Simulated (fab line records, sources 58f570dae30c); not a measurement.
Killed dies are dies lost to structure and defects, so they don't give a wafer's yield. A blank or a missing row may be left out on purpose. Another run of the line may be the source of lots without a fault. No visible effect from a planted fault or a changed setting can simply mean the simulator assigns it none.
What tool caused it? :: flow berkeley-cmos170 :: 14 lots, 42 wafers sampled, at 3 steps of a route of 331

WHAT EACH GAUGE READ, for each wafer
UCB170_M1_OVL_MEAS_10. Usual: for M1_OVL the level is -3 nm and the standard deviation is 5.2.
lot: L985
measured: day 8 02:08
on: overlay-01
M1_OVL (nm): -9 -8 -8
flag: 

lot: L986
measured: day 8 11:02
on: overlay-02
M1_OVL (nm): 2 -1 3
flag: 

lot: L988
measured: day 8 08:11
on: overlay-01
M1_OVL (nm): -2 -2 -9
flag: 

lot: L987
measured: day 8 08:56
on: overlay-02
M1_OVL (nm): -2 -1 0
flag: 

lot: L991
measured: day 9 08:43
on: overlay-02
M1_OVL (nm): 0 -1 -1
flag: 

lot: L990
measured: day 9 10:02
on: overlay-01
M1_OVL (nm): -5 -8 -11
flag: 

lot: L992
measured: day 9 20:13
on: overlay-01
M1_OVL (nm): -2 -6 -1
flag: 

lot: L993
measured: day 9 20:13
on: overlay-02
M1_OVL (nm): 2 6 3
flag: 

lot: L995
measured: day 10 21:16
on: overlay-02
M1_OVL (nm): -14 -8 -13
flag: 

lot: L100
measured: day 12 02:25
on: overlay-01
M1_OVL (nm): 5 2 2
flag: 

lot: L103
measured: day 11 22:23
on: overlay-02
M1_OVL (nm): 0 2 -2
flag: 

lot: L101
measured: day 12 11:37
on: overlay-02
M1_OVL (nm): -2 -4 -8
flag: 

lot: L105
measured: day 12 10:54
on: overlay-01
M1_OVL (nm): -1 1 -2
flag: 

lot: L106
measured: day 13 14:15
on: overlay-01
M1_OVL (nm): -5 -8 -13
flag: 

WHAT TOOL EACH LOT RAN ON (gives the tool, then ch and the chambers of the sampled wafers, and finally the start)
lot: L985
UCB170_ACTIVE_STRIP_16: plasma-asher-01 ch 0,1, day 4 19:35
UCB170_CONTACT_STRIP_19: plasma-asher-01 ch 0,1, day 8 00:07

lot: L986
UCB170_ACTIVE_STRIP_16: plasma-asher-04 ch 0,1, day 5 06:13
UCB170_CONTACT_STRIP_19: plasma-asher-04 ch 0,1, day 8 08:51

lot: L988
UCB170_ACTIVE_STRIP_16: plasma-asher-03 ch 0,1, day 5 06:20
UCB170_CONTACT_STRIP_19: plasma-asher-04 ch 0,1, day 8 06:23

lot: L987
UCB170_ACTIVE_STRIP_16: plasma-asher-01 ch 0,1, day 5 06:35
UCB170_CONTACT_STRIP_19: plasma-asher-04 ch 0,1, day 8 06:59

lot: L991
UCB170_ACTIVE_STRIP_16: plasma-asher-03 ch 0,1, day 5 23:36
UCB170_CONTACT_STRIP_19: plasma-asher-01 ch 0,1, day 9 06:57

lot: L990
UCB170_ACTIVE_STRIP_16: plasma-asher-01 ch 0,1, day 5 23:49
UCB170_CONTACT_STRIP_19: plasma-asher-01 ch 0,1, day 9 08:22

lot: L992
UCB170_ACTIVE_STRIP_16: plasma-asher-03 ch 0,1, day 6 09:35
UCB170_CONTACT_STRIP_19: plasma-asher-01 ch 0,1, day 9 16:26

lot: L993
UCB170_ACTIVE_STRIP_16: plasma-asher-04 ch 1, day 6 13:00
UCB170_CONTACT_STRIP_19: plasma-asher-02 ch 0,1, day 9 17:03

lot: L995
UCB170_ACTIVE_STRIP_16: plasma-asher-01 ch 0,1, day 7 01:34
UCB170_CONTACT_STRIP_19: plasma-asher-01 ch 0,1, day 10 18:52

lot: L100
UCB170_ACTIVE_STRIP_16: plasma-asher-03 ch 0,1, day 8 11:08
UCB170_CONTACT_STRIP_19: plasma-asher-01 ch 1, day 12 00:47

lot: L103
UCB170_ACTIVE_STRIP_16: plasma-asher-03 ch 0,1, day 8 20:43
UCB170_CONTACT_STRIP_19: plasma-asher-02 ch 0, day 11 20:03

lot: L101
UCB170_ACTIVE_STRIP_16: plasma-asher-01 ch 0,1, day 8 20:58
UCB170_CONTACT_STRIP_19: plasma-asher-04 ch 0,1, day 12 09:26

lot: L105
UCB170_ACTIVE_STRIP_16: plasma-asher-04 ch 0,1, day 9 05:28
UCB170_CONTACT_STRIP_19: plasma-asher-02 ch 0,1, day 12 08:51

lot: L106
UCB170_ACTIVE_STRIP_16: plasma-asher-04 ch 0,1, day 9 17:06
UCB170_CONTACT_STRIP_19: plasma-asher-01 ch 0,1, day 13 12:02
- UCB170_ACTIVE_STRIP_16: strips in O2.
- UCB170_CONTACT_STRIP_19: strips in O2.

AS READ BY THE TOOLS THEMSELVES (means over the sampled wafers that have a number; for cases with no such wafer, the mark the record gives instead)
UCB170_ACTIVE_STRIP_16. Usual: drypump-motor-current-A 5.6 A, standard deviation 0.38; oes-product-au 0.721 a.u., standard deviation 0.0042; strip-time-to-endpoint-s 18.05 s, standard deviation 0.097.
lot: L985
tool: plasma-asher-01
drypump-motor-current-A (A): 5.5
oes-product-au (a.u.): 0.720
strip-time-to-endpoint-s (s): 18.13
flag: 

lot: L986
tool: plasma-asher-04
drypump-motor-current-A (A): 5.4
oes-product-au (a.u.): 0.719
strip-time-to-endpoint-s (s): 17.97
flag: 

lot: L988
tool: plasma-asher-03
drypump-motor-current-A (A): 6.0
oes-product-au (a.u.): 0.724
strip-time-to-endpoint-s (s): 18.09
flag: 

lot: L987
tool: plasma-asher-01
drypump-motor-current-A (A): 5.6
oes-product-au (a.u.): 0.721
strip-time-to-endpoint-s (s): 18.16
flag: 

lot: L991
tool: plasma-asher-03
drypump-motor-current-A (A): 5.7
oes-product-au (a.u.): 0.719
strip-time-to-endpoint-s (s): 17.95
flag: 

lot: L990
tool: plasma-asher-01
drypump-motor-current-A (A): 5.6
oes-product-au (a.u.): 0.724
strip-time-to-endpoint-s (s): 18.06
flag: 

lot: L992
tool: plasma-asher-03
drypump-motor-current-A (A): 6.0
oes-product-au (a.u.): 0.718
strip-time-to-endpoint-s (s): 18.12
flag: 

lot: L993
tool: plasma-asher-04
drypump-motor-current-A (A): 5.6
oes-product-au (a.u.): 0.718
strip-time-to-endpoint-s (s): 18.10
flag: 

lot: L995
tool: plasma-asher-01
drypump-motor-current-A (A): 5.6
oes-product-au (a.u.): 0.720
strip-time-to-endpoint-s (s): 18.15
flag: 

lot: L100
tool: plasma-asher-03
drypump-motor-current-A (A): 5.6
oes-product-au (a.u.): 0.635
strip-time-to-endpoint-s (s): 21.88
flag: OFF

lot: L103
tool: plasma-asher-03
drypump-motor-current-A (A): 5.6
oes-product-au (a.u.): 0.635
strip-time-to-endpoint-s (s): 21.79
flag: OFF

lot: L101
tool: plasma-asher-01
drypump-motor-current-A (A): 5.6
oes-product-au (a.u.): 0.723
strip-time-to-endpoint-s (s): 18.13
flag: 

lot: L105
tool: plasma-asher-04
drypump-motor-current-A (A): 5.4
oes-product-au (a.u.): 0.722
strip-time-to-endpoint-s (s): 17.96
flag: 

lot: L106
tool: plasma-asher-04
drypump-motor-current-A (A): 5.4
oes-product-au (a.u.): 0.719
strip-time-to-endpoint-s (s): 18.01
flag: 

UCB170_CONTACT_STRIP_19. Usual: drypump-motor-current-A 5.63 A, standard deviation 0.25; oes-product-au 0.725 a.u., standard deviation 0.0049.
lot: L985
tool: plasma-asher-01
drypump-motor-current-A (A): 5.62
oes-product-au (a.u.): 0.728
flag: 

lot: L986
tool: plasma-asher-04
drypump-motor-current-A (A): 5.44
oes-product-au (a.u.): 0.731
flag: 

lot: L988
tool: plasma-asher-04
drypump-motor-current-A (A): 5.50
oes-product-au (a.u.): 0.724
flag: 

lot: L987
tool: plasma-asher-04
drypump-motor-current-A (A): 5.52
oes-product-au (a.u.): 0.726
flag: 

lot: L991
tool: plasma-asher-01
drypump-motor-current-A (A): 5.58
oes-product-au (a.u.): 0.726
flag: 

lot: L990
tool: plasma-asher-01
drypump-motor-current-A (A): 5.58
oes-product-au (a.u.): 0.723
flag: 

lot: L992
tool: plasma-asher-01
drypump-motor-current-A (A): 5.56
oes-product-au (a.u.): 0.725
flag: 

lot: L993
tool: plasma-asher-02
drypump-motor-current-A (A): 5.70
oes-product-au (a.u.): 0.722
flag: 

lot: L995
tool: plasma-asher-01
drypump-motor-current-A (A): 5.63
oes-product-au (a.u.): 0.722
flag: 

lot: L100
tool: plasma-asher-01
drypump-motor-current-A (A): 5.67
oes-product-au (a.u.): 0.722
flag: 

lot: L103
tool: plasma-asher-02
drypump-motor-current-A (A): 6.19
oes-product-au (a.u.): 0.730
flag: 

lot: L101
tool: plasma-asher-04
drypump-motor-current-A (A): 5.49
oes-product-au (a.u.): 0.727
flag: 

lot: L105
tool: plasma-asher-02
drypump-motor-current-A (A): 5.69
oes-product-au (a.u.): 0.731
flag: 

lot: L106
tool: plasma-asher-01
drypump-motor-current-A (A): 5.57
oes-product-au (a.u.): 0.725
flag: 

THE ANSWER, worked out from the rows above alone
Rule: take the mean of a lot's wafers that have a number; if it is more than 3 standard deviations from the usual mean, the lot is off. A lot without any number at a reading at which 4 lots or more have one is off too. Any other lot the step has rows for is counted as sound. The gauges are gone through in route order, then the tools' own readings, and for those a lot's mean is taken as printed above. At the first step where some lot is off, the reading lying furthest off is the one used; lots without a number count as furthest.
Off: L100, L103 (UCB170_ACTIVE_STRIP_16, strip-time-to-endpoint-s).
A tool fits if, at that step or a process step before it, it ran every lot that is off, and no sound lot after the first of them. One fits: UCB170_ACTIVE_STRIP_16 on plasma-asher-03. A fault onset in the window from L992 (day 6 09:35, its last sound lot) to L100 (day 8 11:08, its first lot off) fits.
The tool's own readings at UCB170_ACTIVE_STRIP_16 bear it out: on the lots that are off they differ by more than 5 times the standard deviation of the sound lots' means. oes-product-au reads 0.635 a.u. there against 0.721 a.u. on the sound lots; strip-time-to-endpoint-s reads 21.84 s there against 18.07 s on the sound lots.

WHAT WAS PUT IN BY THE SIMULATOR
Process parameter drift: plasma-asher-03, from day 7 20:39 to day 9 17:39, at UCB170_ACTIVE_STRIP_16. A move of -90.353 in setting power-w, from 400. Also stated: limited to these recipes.
Struck lots among those shown: L103, L100. Same finding as the rule above.
